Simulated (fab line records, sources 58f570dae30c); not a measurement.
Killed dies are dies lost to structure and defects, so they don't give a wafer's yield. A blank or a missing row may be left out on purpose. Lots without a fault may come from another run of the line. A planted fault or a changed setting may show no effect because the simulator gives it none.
fab line records | flow berkeley_cmos170
record lots=5 wafers=23
route steps=331 shown NWELL@18 WELLDRIVE@56 PFIELD@80 NVT@111 PSD@183 BACKSIDE@202 SDANNEAL@204
start_h: hours from the record's first day to the start of the lot's first wafer shown | wait_h: hours since the lot's step before | " the same as in the row above | L1.1+2: a row that stands for several wafers | - no value, or no start given | * or withheld: withheld | < > ~ a bound
route shown NAME@n: a module of which the file shows steps, and the number in the route of the first | usual: mean/standard deviation of fault-free wafers | same: alike in all rows | chamber/n: place in a boat | sites: the reading at each site | _std_site: their standard deviation | _edge_site: outer sites' mean less inner sites' | radius_mm: how far each site lies from the wafer's centre | mask NAME#n: copy n | behind: the tool/chamber that last shaped the wafer | hold: why the lot was held/for how many hours/how that ended | device: the transistor (n, p or np) that didn't switch | end of line: the same wafers' tests at the end of the route | a step without rows: its recipe alone | killed: dies lost to structure and defects at the first sort, not the wafer's yield | map: a wafer's dies, x killed, . not, _ none there
set.NAME: the setting as run; set.NAME@STEP: as run at that earlier step | model.NAME: the simulator's own value behind a step, which no gauge read
lots whose settings were changed on purpose; a table a step, a row a wafer
## steps
# step UCB170_NWELL_CVD_04
# recipe material=Si3N4 target_thk_nm=224 temp_c=800 precursor=SiH2Cl2/NH3 time_s=3360 pressure_mtorr=200 sih2cl2_flow_sccm=25 nh3_flow_sccm=75
# columns lot.wafer tool chamber start_h wait_h set.time_s model.Si3N4_of_NWELL_CVD_04.thk_nm
L075.1+6 - - - 0.0 2913 192.8
L075.3 " - " " 2913 196.8
L075.4 " - " " 2913 193.1
L075.5 " - " " 2913 194.9
L078.4 lpcvd-01 1 50.62 0.0 3360 225.9
L078.5 " 1 " " 3360 226.4
L078.6 " 1 " " 3360 226.7
L079.1 - - - 0.0 3662 242.5
L079.3 " - " " 3662 243.1
L079.4 " - " " 3662 243.6
L079.5 " - " " 3662 242.7
L079.6 " - " " 3662 241.4
L080.1 - - - 0.0 2990 199.4
L080.2 " - " " 2990 196
L080.3 " - " " 2990 198.1
L080.4 " - " " 2990 196.3
L080.6 " - " " 2990 199.5
L083.1 - - - 0.0 3124 210.7
L083.2 " - " " 3124 208.8
L083.3+5 " - " " 3124 210.4
L083.4 " - " " 3124 207.5
# step UCB170_NWELL_THK_MEAS_05
# recipe reads=Si3N4_of_NWELL_CVD_04
# usual NWELL_NITRIDE_THK=224.2/1.8
# columns lot.wafer tool chamber start_h wait_h set.time_s@NWELL_CVD_04 NWELL_NITRIDE_THK[nm]
L075.1 film_metro-04 - - - 2913 192.7
L075.3 " - " " 2913 196.9
L075.4 " - " " 2913 193.0
L075.5 " - " " 2913 194.9
L075.6 " - " " 2913 192.8
L078.4 film_metro-01 - 52.59 0.0 3360 226.0
L078.5 " - " " 3360 226.6
L078.6 " - " " 3360 226.8
L079.1 film_metro-03 - - - 3662 242.5
L079.3 " - " " 3662 243.2
L079.4 " - " " 3662 243.8
L079.5 " - " " 3662 242.9
L079.6 " - " " 3662 241.4
L080.1 film_metro-03 - - - 2990 199.4
L080.2 " - " " 2990 195.9
L080.3 " - " " 2990 198.2
L080.4 " - " " 2990 196.3
L080.6 " - " " 2990 199.6
L083.1 film_metro-04 - - - 3124 210.6
L083.2 " - " " 3124 208.8
L083.3 " - " " 3124 210.3
L083.4 " - " " 3124 207.7
L083.5 " - " " 3124 210.4
# step UCB170_NWELL_COAT_07
# recipe resist=KrF spin_rpm=1500 resist_thk_nm=900
# columns lot.wafer tool chamber start_h wait_h set.resist_thk_nm model.KrF_of_NWELL_COAT_07.thk_nm
L075.1 litho_track-01 0 36.65 0.1 900 902
L075.3 " 0 " " 940.2 943.3
L075.4 " 0 " " 940.2 941.6
L075.5 " 0 " " 900 902.6
L075.6 " 0 " " 940.2 944.8
L078.4 litho_track-03 0 52.84 0.1 900 906.9
L078.5 " 0 " " 900 904.1
L078.6 " 0 " " 900 900.9
L079.1 litho_track-01 0 59.69 0.1 862 862.5
L079.3 " 0 " " 862 863.1
L079.4 " 0 " " 900 903.3
L079.5 " 0 " " 900 901.5
L079.6 " 0 " " 862 864.6
L080.1 litho_track-01 0 69.14 0.1 900 902.3
L080.2 " 0 " " 900 901.5
L080.3 " 0 " " 900 902
L080.4 " 0 " " 900 901.9
L080.6 " 0 " " 900 902.2
L083.1 litho_track-03 0 79.98 0.1 900 900.6
L083.2 " 0 " " 900 902.9
L083.3 " 0 " " 885.8 886.6
L083.4 " 0 " " 900 901.9
L083.5 " 0 " " 885.8 889
# step UCB170_NWELL_SOFTBAKE_08
# recipe resist=KrF temp_c=130 time_s=60
# step UCB170_NWELL_EXPOSE_09
# recipe mask_id=NWELL target_cd_nm=3000 na=0.5 sigma_outer=0.6 source_shape=conventional dose_mj=25
# step UCB170_NWELL_DEVELOP_11
# recipe developer=TMAH develop_time_s=45 resist=KrF dev_temp_c=21
# step UCB170_NWELL_ETCH_13
# recipe chemistry=CH3F/Ar/O2 target=Si3N4 stop_on=SiO2 CH3F_flow_sccm=20 Ar_flow_sccm=50 O2_flow_sccm=7 pressure_mtorr=50 rf_w=450 target_depth_a=2464 over_etch_frac=0.1 time_s=154
# columns lot.wafer tool chamber start_h wait_h set.time_s@NWELL_CVD_04 set.resist_thk_nm@NWELL_COAT_07 model.etch.depth_nm model.KrF_of_NWELL_COAT_07.thk_nm
L075.1 rie_diel-01 2 37.50 0.0 2913 900 192.8 725.4
L075.3 " 1 " " 2913 940.2 - 764.5
L075.4 " 3 " " 2913 940.2 - 765.2
L075.5 " 1 " " 2913 900 194.9 722.3
L075.6 " 2 " " 2913 940.2 - 768
L078.4 rie_diel-01 2 53.67 0.1 3360 900 225.9 731.4
L078.5 " 3 " " 3360 900 226.4 729.4
L078.6 " 1 " " 3360 900 226.7 723.2
L079.1 rie_diel-03 1 60.42 0.0 3662 862 238.2 689.6
L079.3 " 0 " " 3662 862 - 688.1
L079.4 " 3 " " 3662 900 243.6 724.5
L079.5 " 2 " " 3662 900 - 726.2
L079.6 " 3 " " 3662 862 241.4 688.2
L080.1 rie_diel-01 1 70.09 0.0 2990 900 199.4 724.3
L080.2 " 3 " " 2990 900 196 726.1
L080.3 " 0 " " 2990 900 198.1 722.4
L080.4 " 2 " " 2990 900 - 726.2
L080.6 " 3 " " 2990 900 - 727.2
L083.1 rie_diel-04 2 81.31 0.0 3124 900 - 721.9
L083.2 " 0 " " 3124 900 208.8 724.1
L083.3 " 3 " " 3124 885.8 210.4 705.8
L083.4 " 1 " " 3124 900 207.5 720.7
L083.5 " 1 " " 3124 885.8 - 706.9
# step UCB170_NWELL_IMPLANT_14
# recipe species=P dose_cm2=1e+13 energy_kev=150 tilt_deg=7
# step UCB170_NWELL_STRIP_15
# recipe chemistry=O2 power_w=400 pressure_mtorr=3500 platen_temp_c=withheld o2_flow_sccm=400 overash_fraction=0.5
# usual strip_time_to_endpoint_s=18.09/0.073
# columns lot.wafer tool chamber start_h wait_h set.resist_thk_nm@NWELL_COAT_07 strip_time_to_endpoint_s
L075.1 plasma_asher-03 1 37.76 0.1 900 18.09
L075.3 " 1 " " 940.2 19.06
L075.4 " 0 " " 940.2 19.06
L075.5 " 0 " " 900 18.04
L075.6 " 1 " " 940.2 19.14
L078.4 plasma_asher-04 0 53.91 0.1 900 18.23
L078.5 " 1 " " 900 18.22
L078.6 " 0 " " 900 18.06
L079.1 plasma_asher-02 0 60.67 0.1 862 17.23
L079.3 " 1 " " 862 17.20
L079.4 " 0 " " 900 18.09
L079.5 " 1 " " 900 18.13
L079.6 " 0 " " 862 17.22
L080.1 plasma_asher-04 0 70.34 0.1 900 18.08
L080.2 " 1 " " 900 18.13
L080.3 " 1 " " 900 18.04
L080.4 " 0 " " 900 18.14
L080.6 " 1 " " 900 18.15
L083.1 plasma_asher-04 0 81.56 0.1 900 18.03
L083.2 " 1 " " 900 18.08
L083.3 " 1 " " 885.8 17.65
L083.4 " 0 " " 900 17.98
L083.5 " 0 " " 885.8 17.66
# step UCB170_WELLDRIVE_OXIDATION_01
# recipe temp_c=1100 ambient=O2 target_thk_a=1990 ox_time_s=9000
# columns lot.wafer tool chamber start_h wait_h set.temp_c model.SiO2_of_WELLDRIVE_OXIDATION_01.thk_nm
L075.1 - - - 2.3 1075 164.1
L075.3 " - " " 1075 164.2
L075.4 " - " " 1075 162.8
L075.5 " - " " 1075 165.4
L075.6 " - " " 1075 163.2
L078.4 furnace-04 0 79.18 0.3 1100 194.2
L078.5 " 0 " " 1100 200.9
L078.6 " 0 " " 1100 195.6
L079.1 - - - 3.8 1100 203.7
L079.3 " - " " 1100 199.7
L079.4 " - " " 1100 200.5
L079.5 " - " " 1100 200.8
L079.6 " - " " 1100 204
L080.1+3 - - - 5.8 1127 236.4
L080.2 " - " " 1127 236.9
L080.4 " - " " 1127 234.5
L080.6 " - " " 1127 236.3
L083.1 - - - 8.1 1121 229.3
L083.2 " - " " 1121 226.3
L083.3 " - " " 1121 225.1
L083.4 " - " " 1121 224.1
L083.5 " - " " 1121 227.1
# step UCB170_WELLDRIVE_THK_MEAS_02
# recipe reads=SiO2_of_WELLDRIVE_OXIDATION_01
# usual WELLDRIVE_OXIDE_THK=201/4.8
# columns lot.wafer tool chamber start_h wait_h set.temp_c@WELLDRIVE_OXIDATION_01 WELLDRIVE_OXIDE_THK[nm]
L075.1 film_metro-04 - - - 1075 164
L075.3 " - " " 1075 164
L075.4 " - " " 1075 163
L075.5 " - " " 1075 165
L075.6 " - " " 1075 163
L078.4 film_metro-02 - 82.71 0.0 1100 194
L078.5 " - " " 1100 201
L078.6 " - " " 1100 195
L079.1 film_metro-02 - - - 1100 204
L079.3 " - " " 1100 200
L079.4 " - " " 1100 201
L079.5 " - " " 1100 201
L079.6 " - " " 1100 204
L080.1 film_metro-02 - - - 1127 236
L080.2 " - " " 1127 237
L080.3 " - " " 1127 236
L080.4 " - " " 1127 234
L080.6 " - " " 1127 236
L083.1 film_metro-04 - - - 1121 229
L083.2 " - " " 1121 226
L083.3 " - " " 1121 225
L083.4 " - " " 1121 224
L083.5 " - " " 1121 227
# step UCB170_PFIELD_COAT_01
# recipe resist=KrF spin_rpm=1500 resist_thk_nm=900
# columns lot.wafer tool chamber start_h wait_h set.spin_rpm model.KrF_of_PFIELD_COAT_01.thk_nm
L075.1 litho_track-02 0 95.43 0.1 1500 901.4
L075.3 " 0 " " 1555 888.3
L075.4 " 0 " " 1500 904.5
L075.5 " 0 " " 1555 888.9
L075.6 " 0 " " 1555 887.5
L078.4 litho_track-02 0 108.35 0.1 1500 901.9
L078.5 " 0 " " 1500 901.6
L078.6 " 0 " " 1500 900.9
L079.1 litho_track-02 0 113.62 0.1 1500 904.8
L079.3 " 0 " " 1500 905.1
L079.4 " 0 " " 1500 901.5
L079.5 " 0 " " 1500 902.4
L079.6 " 0 " " 1500 904.3
L080.1 litho_track-03 0 142.25 0.1 1500 906.9
L080.2 " 0 " " 1500 905.1
L080.3 " 0 " " 1531 897.7
L080.4 " 0 " " 1500 905.6
L080.6 " 0 " " 1531 897.8
L083.1 litho_track-02 0 153.65 0.1 1549 887.1
L083.2 " 0 " " 1500 902.8
L083.3 " 0 " " 1549 888.8
L083.4 " 0 " " 1500 901.5
L083.5 " 0 " " 1549 889.4
# step UCB170_PFIELD_SOFTBAKE_02
# recipe resist=KrF temp_c=130 time_s=60
# step UCB170_PFIELD_EXPOSE_03
# recipe mask_id=PFIELD na=0.5 sigma_outer=0.6 source_shape=conventional target_cd_nm=1500 dose_mj=30
# step UCB170_PFIELD_IMPLANT_07
# recipe species=B dose_cm2=2e+13 energy_kev=80 tilt_deg=7
# step UCB170_PFIELD_STRIP_08
# recipe chemistry=O2 power_w=400 pressure_mtorr=3500 platen_temp_c=withheld o2_flow_sccm=400 overash_fraction=0.5
# usual strip_time_to_endpoint_s=21.70/0.053
# columns lot.wafer tool chamber start_h wait_h set.spin_rpm@PFIELD_COAT_01 strip_time_to_endpoint_s
L075.1 plasma_asher-02 0 96.31 0.1 1500 21.66
L075.3 " 0 " " 1555 21.33
L075.4 " 1 " " 1500 21.74
L075.5 " 1 " " 1555 21.36
L075.6 " 0 " " 1555 21.32
L078.4 plasma_asher-01 1 109.26 0.1 1500 21.67
L078.5 " 0 " " 1500 21.66
L078.6 " 1 " " 1500 21.66
L079.1 plasma_asher-02 0 114.62 0.1 1500 21.75
L079.3 " 1 " " 1500 21.74
L079.4 " 0 " " 1500 21.66
L079.5 " 0 " " 1500 21.68
L079.6 " 1 " " 1500 21.73
L080.1 plasma_asher-04 1 143.29 0.1 1500 21.81
L080.2 " 0 " " 1500 21.74
L080.3 " 1 " " 1531 21.58
L080.4 " 0 " " 1500 21.77
L080.6 " 0 " " 1531 21.58
L083.1 plasma_asher-02 1 154.74 0.1 1549 21.31
L083.2 " 0 " " 1500 21.71
L083.3 " 0 " " 1549 21.37
L083.4 " 1 " " 1500 21.66
L083.5 " 1 " " 1549 21.39
# step UCB170_NVT_IMPLANT_07
# recipe species=BF2 dose_cm2=3e+12 energy_kev=50 tilt_deg=7
# columns lot.wafer tool chamber start_h wait_h set.dose_cm2
L075.1+3+5 implanter-02 0 149.74 0.0 2.779e+12
L075.4+6 " 0 " " 3e+12
L079.1+5+6 implanter-01 0 163.98 0.0 3.082e+12
L079.3+4 " 0 " " 3e+12
L078.4+5+6 implanter-04 0 164.13 0.1 3e+12
L080.1+3+6 implanter-04 0 181.88 0.0 3e+12
L080.2+4 " 0 " " 2.841e+12
L083.1+2 implanter-01 0 192.36 0.0 2.826e+12
L083.3+4+5 " 0 " " 3e+12
# step UCB170_NVT_STRIP_08
# recipe chemistry=O2 power_w=400 pressure_mtorr=3500 platen_temp_c=withheld o2_flow_sccm=400 overash_fraction=0.5
# step UCB170_NVT_TW_MEAS_09
# usual NVT_TW=527/3.9
# columns lot.wafer tool chamber start_h wait_h set.dose_cm2@NVT_IMPLANT_07 NVT_TW
L075.1 film_metro-01 - 149.99 0.1 2.779e+12 521
L075.3 " - " " 2.779e+12 521
L075.4 " - " " 3e+12 533
L075.5 " - " " 2.779e+12 517
L075.6 " - " " 3e+12 531
L079.1 film_metro-01 - 164.25 0.1 3.082e+12 536
L079.3 " - " " 3e+12 529
L079.4 " - " " 3e+12 533
L079.5 " - " " 3.082e+12 538
L079.6 " - " " 3.082e+12 536
L078.4 film_metro-03 - 164.34 0.1 3e+12 520
L078.5 " - " " 3e+12 525
L078.6 " - " " 3e+12 521
L080.1 film_metro-01 - 182.13 0.1 3e+12 530
L080.2 " - " " 2.841e+12 520
L080.3 " - " " 3e+12 528
L080.4 " - " " 2.841e+12 523
L080.6 " - " " 3e+12 529
L083.1 film_metro-03 - 192.61 0.1 2.826e+12 514
L083.2 " - " " 2.826e+12 514
L083.3 " - " " 3e+12 526
L083.4 " - " " 3e+12 526
L083.5 " - " " 3e+12 524
# step UCB170_PSD_IMPLANT_08
# recipe species=B dose_cm2=3e+15 energy_kev=20 tilt_deg=7
# columns lot.wafer tool chamber start_h wait_h set.dose_cm2
L075.1+5+6 implanter-01 0 181.91 0.0 2.814e+15
L075.3+4 " 0 " " 3e+15
L078.4+5+6 implanter-01 0 197.31 0.1 3e+15
L079.1+5 implanter-02 0 197.45 0.0 3e+15
L079.3+4+6 " 0 " " 3.083e+15
L080.1+2+6 implanter-02 0 215.71 0.0 2.852e+15
L080.3+4 " 0 " " 3e+15
L083.1+2+5 implanter-02 0 227.29 0.0 3.151e+15
L083.3+4 " 0 " " 3e+15
# step UCB170_PSD_STRIP_09
# recipe chemistry=O2 power_w=400 pressure_mtorr=3500 platen_temp_c=withheld o2_flow_sccm=400 overash_fraction=0.5
# usual strip_time_to_endpoint_s=29.40/0.068
# columns lot.wafer tool chamber start_h wait_h set.dose_cm2@PSD_IMPLANT_08 strip_time_to_endpoint_s
L075.1 plasma_asher-03 0 182.06 0.1 2.814e+15 28.71
L075.3 " 1 " " 3e+15 29.47
L075.4 " 0 " " 3e+15 29.49
L075.5 " 0 " " 2.814e+15 28.67
L075.6 " 1 " " 2.814e+15 28.77
L078.4 plasma_asher-02 1 197.42 0.1 3e+15 29.40
L078.5 " 0 " " 3e+15 29.44
L078.6 " 1 " " 3e+15 29.41
L079.1 plasma_asher-03 1 197.60 0.1 3e+15 29.28
L079.3 " 1 " " 3.083e+15 29.55
L079.4 " 0 " " 3.083e+15 29.58
L079.5 " 0 " " 3e+15 29.32
L079.6 " 1 " " 3.083e+15 29.60
L080.1 plasma_asher-01 1 215.86 0.1 2.852e+15 28.78
L080.2 " 0 " " 2.852e+15 28.84
L080.3 " 1 " " 3e+15 29.42
L080.4 " 0 " " 3e+15 29.37
L080.6 " 0 " " 2.852e+15 28.82
L083.1 plasma_asher-02 0 227.44 0.1 3.151e+15 29.98
L083.2 " 1 " " 3.151e+15 30.03
L083.3 " 1 " " 3e+15 29.55
L083.4 " 0 " " 3e+15 29.50
L083.5 " 0 " " 3.151e+15 30.10
# step UCB170_BACKSIDE_STRIP_03
# recipe chemistry=O2 power_w=400 pressure_mtorr=3500 platen_temp_c=withheld o2_flow_sccm=400 overash_fraction=0.5
# usual oes_product_au=0.735/0.0043 strip_time_to_endpoint_s=22.00/0.054
# columns lot.wafer tool chamber start_h wait_h set.power_w oes_product_au strip_time_to_endpoint_s
L075.1 plasma_asher-01 1 188.03 0.1 400 0.729 21.97
L075.3 " 0 " " 383.9 0.712 22.73
L075.4 " 1 " " 383.9 0.722 22.61
L075.5 " 1 " " 383.9 0.722 22.68
L075.6 " 0 " " 400 0.736 21.97
L078.4 plasma_asher-02 1 201.43 0.1 400 0.735 21.96
L078.5 " 1 " " 400 0.734 22.00
L078.6 " 0 " " 400 0.732 22.04
L079.1 plasma_asher-04 1 201.63 0.1 400 0.738 22.04
L079.3 " 0 " " 400 0.730 22.04
L079.4 " 1 " " 400 0.730 22.08
L079.5 " 1 " " 354.5 0.693 24.13
L079.6 " 0 " " 354.5 0.689 24.11
L080.1 plasma_asher-04 1 221.78 0.1 400 0.725 21.95
L080.2 " 0 " " 400 0.738 21.94
L080.3 " 1 " " 400 0.742 21.92
L080.4 " 0 " " 400 0.738 21.90
L080.6 " 1 " " 400 0.743 21.92
L083.1 plasma_asher-01 0 230.86 0.1 400 0.733 21.92
L083.2 " 1 " " 378.5 0.708 22.87
L083.3 " 1 " " 378.5 0.711 22.81
L083.4 " 0 " " 400 0.733 22.00
L083.5 " 1 " " 400 0.738 21.90
# step UCB170_BACKSIDE_CLEAN_04
# recipe chemistry=SPM temp_c=120 time_s=600
# step UCB170_SDANNEAL_RTA_00
# recipe temp_c=900 time_s=10 ambient=N2
# step UCB170_SDANNEAL_RTA_01
# recipe temp_c=1050 time_s=5 ambient=N2
# step UCB170_SDANNEAL_RS_MEAS_02
# recipe thk_meas_gauge=four-point-probe
# usual PSD_RS=75.7/0.37
# columns lot.wafer tool chamber start_h wait_h set.dose_cm2@PSD_IMPLANT_08 PSD_RS[ohm/sq]
L075.1 film_metro-01 - 188.43 0.0 2.814e+15 79.2
L075.3 " - " " 3e+15 75.6
L075.4 " - " " 3e+15 75.6
L075.5 " - " " 2.814e+15 79.3
L075.6 " - " " 2.814e+15 79.0
L078.4 film_metro-02 - 201.94 0.1 3e+15 75.1
L078.5 " - " " 3e+15 75.2
L078.6 " - " " 3e+15 75.3
L079.1 film_metro-03 - 202.29 0.3 3e+15 76.1
L079.3 " - " " 3.083e+15 74.8
L079.4 " - " " 3.083e+15 74.6
L079.5 " - " " 3e+15 76.4
L079.6 " - " " 3.083e+15 74.7
L080.1 film_metro-03 - 222.18 0.0 2.852e+15 79.1
L080.2 " - " " 2.852e+15 78.9
L080.3 " - " " 3e+15 75.5
L080.4 " - " " 3e+15 75.9
L080.6 " - " " 2.852e+15 79.0
L083.1 film_metro-01 - 231.26 0.0 3.151e+15 72.8
L083.2 " - " " 3.151e+15 72.3
L083.3 " - " " 3e+15 75.5
L083.4 " - " " 3e+15 75.3
L083.5 " - " " 3.151e+15 72.1
## key
split step=UCB170_NWELL_CVD_04 setting=time_s stated=3360 by=lot
response step=UCB170_NWELL_CVD_04 reading=model.Si3N4_of_NWELL_CVD_04.thk_nm change=+2.22 per=1% r=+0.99
response step=UCB170_NWELL_THK_MEAS_05 reading=NWELL_NITRIDE_THK change=+2.23 per=1% r=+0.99
response step=UCB170_NWELL_ETCH_13 reading=model.etch.depth_nm change=+2.18 per=1% r=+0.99
split step=UCB170_NWELL_COAT_07 setting=resist_thk_nm stated=900 by=wafer
response step=UCB170_NWELL_COAT_07 reading=model.KrF_of_NWELL_COAT_07.thk_nm change=+9.17 per=1% r=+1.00
response step=UCB170_NWELL_ETCH_13 reading=model.KrF_of_NWELL_COAT_07.thk_nm change=+9.13 per=1% r=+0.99
response step=UCB170_NWELL_STRIP_15 reading=strip_time_to_endpoint_s change=* per=1% r=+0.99
split step=UCB170_WELLDRIVE_OXIDATION_01 setting=temp_c stated=1100 by=lot
response step=UCB170_WELLDRIVE_OXIDATION_01 reading=model.SiO2_of_WELLDRIVE_OXIDATION_01.thk_nm change=+15.1 per=1% r=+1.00
response step=UCB170_WELLDRIVE_THK_MEAS_02 reading=WELLDRIVE_OXIDE_THK change=+15 per=1% r=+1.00
split step=UCB170_PFIELD_COAT_01 setting=spin_rpm stated=1500 by=wafer
response step=UCB170_PFIELD_COAT_01 reading=model.KrF_of_PFIELD_COAT_01.thk_nm change=-4.07 per=1% r=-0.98
response step=UCB170_PFIELD_STRIP_08 reading=strip_time_to_endpoint_s change=* per=1% r=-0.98
split step=UCB170_NVT_IMPLANT_07 setting=dose_cm2 stated=3e+12 by=wafer
response step=UCB170_NVT_TW_MEAS_09 reading=NVT_TW change=+1.7 per=1% r=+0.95
split step=UCB170_PSD_IMPLANT_08 setting=dose_cm2 stated=3e+15 by=wafer
response step=UCB170_PSD_STRIP_09 reading=strip_time_to_endpoint_s change=* per=1% r=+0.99
response step=UCB170_SDANNEAL_RS_MEAS_02 reading=PSD_RS change=-0.603 per=1% r=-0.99
split step=UCB170_BACKSIDE_STRIP_03 setting=power_w stated=400 by=wafer
response step=UCB170_BACKSIDE_STRIP_03 reading=oes_product_au change=+0.00383 per=1% r=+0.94
response step=UCB170_BACKSIDE_STRIP_03 reading=strip_time_to_endpoint_s change=* per=1% r=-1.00
